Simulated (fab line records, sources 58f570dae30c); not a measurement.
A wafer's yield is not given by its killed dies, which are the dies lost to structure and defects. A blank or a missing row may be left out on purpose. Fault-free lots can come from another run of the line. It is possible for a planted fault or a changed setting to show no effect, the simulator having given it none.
Struck lot and sound lot, side by side ; flow berkeley_cmos170 ; 14 steps out of a route of 331
Sound: wafers L680.1, L680.3, L680.4. Struck: wafers L676.1, L676.2, L676.3. The cause is given at the end.
At each step with rows: each side's tool, then ch and its chambers, then its first start. Under that, the readings that differ: sound wafers ; struck wafers ; difference of the means ; sigmas: that difference in standard deviations of wafers without a fault.
alike: same words and numbers on both sides, and readings whose means sit less than 2 such deviations apart. not compared: any withheld reading, any reading some wafer has no value for, any bound like >300 that may hide the same value, and any number with overlapping values for which the record gives no deviation.
The two part at a step that has a row with sigmas, a row that says differs or no value, or rows on one side only. When numbers do not overlap yet have no deviation, they are printed without sigmas and do not part them. A reading that every wafer of one side lacks parts them only if that side has two wafers or more.

first, 2 steps without rows for these wafers: UCB170_NLDD_IMPLANT_08; UCB170_NLDD_IMPLANT_09.
UCB170_NLDD_STRIP_10: strips in O2.
  sound on plasma_asher-03 ch 0,1, day 11 19:31; struck on plasma_asher-04 ch 0,1, day 10 21:13
  alike: drypump_motor_current_A, o2_flow_sccm, oes_product_au, strip_time_to_endpoint_s
  not compared: rf_hours_counter_h
UCB170_NLDD_TW_MEAS_11:
  struck on film_metro-01, day 10 21:19; sound on film_metro-04, day 11 19:37
  alike: NLDD_TW
then, 1 step without rows for these wafers: UCB170_NLDD_CLEAN_12 (cleans in SPM, time 600 s).
UCB170_SPACER_CVD_00: deposits SiO2 from TEOS/O2, target thk 376 nm, time 47 s.
  sound on pecvd-04 ch 0,1, day 11 19:51; struck on pecvd-03 ch 0,1,2, day 10 21:33
  alike: heater_power_w
UCB170_SPACER_THK_MEAS_01:
  struck on film_metro-02, day 10 21:35; sound on film_metro-02, day 11 19:53
  alike: SPACER_TEOS_THK
then, 1 step without rows for these wafers: UCB170_SPACER_ANNEAL_02 (time 1800 s).
UCB170_SPACER_ETCHBACK_03: etches SiO2 in CHF3/CF4/Ar, stops on Si, target depth 376 nm, time 100 s.
  sound on rie_diel-03 ch 0,2,3, day 12 00:01; struck on rie_diel-01 ch 0,1,3, day 11 04:45
reading;sound;struck;difference;sigmas
rf_hours_counter_h (h);119 37 64;7 4 2;-69;
  alike: drypump_motor_current_A, mfc_ar_sccm, oes_product_au, throttle_valve_pct
then, 3 steps without rows for these wafers: UCB170_PSD_HMDS_00 (prime time 60 s); UCB170_PSD_COAT_01 (resist thk 900 nm); UCB170_PSD_SOFTBAKE_02 (time 60 s).
UCB170_PSD_EXPOSE_03: exposes mask PSELECT MOD, target cd 1200 nm.
  struck on krf_scanner-02, day 11 05:24; sound on krf_scanner-01 ch 0, day 12 01:26
  no value came back on the struck wafers for exposure_dose_mJ_cm2, focus_offset_nm (nm), reticle_temp_C (C), stage_vel_mm_s (mm/s); on the sound wafers exposure_dose_mJ_cm2 reads 30.04 30.00 30.10
  alike: mask
next, for these wafers, 1 step has no rows: UCB170_PSD_PEB_04.

WHERE THEY PART
Within this record, at UCB170_PSD_EXPOSE_03 only.

WHY: what the simulator had put in
Entire step skipped (krf_scanner-02, UCB170_PSD_EXPOSE_03), from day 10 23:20 onward. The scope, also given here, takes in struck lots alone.
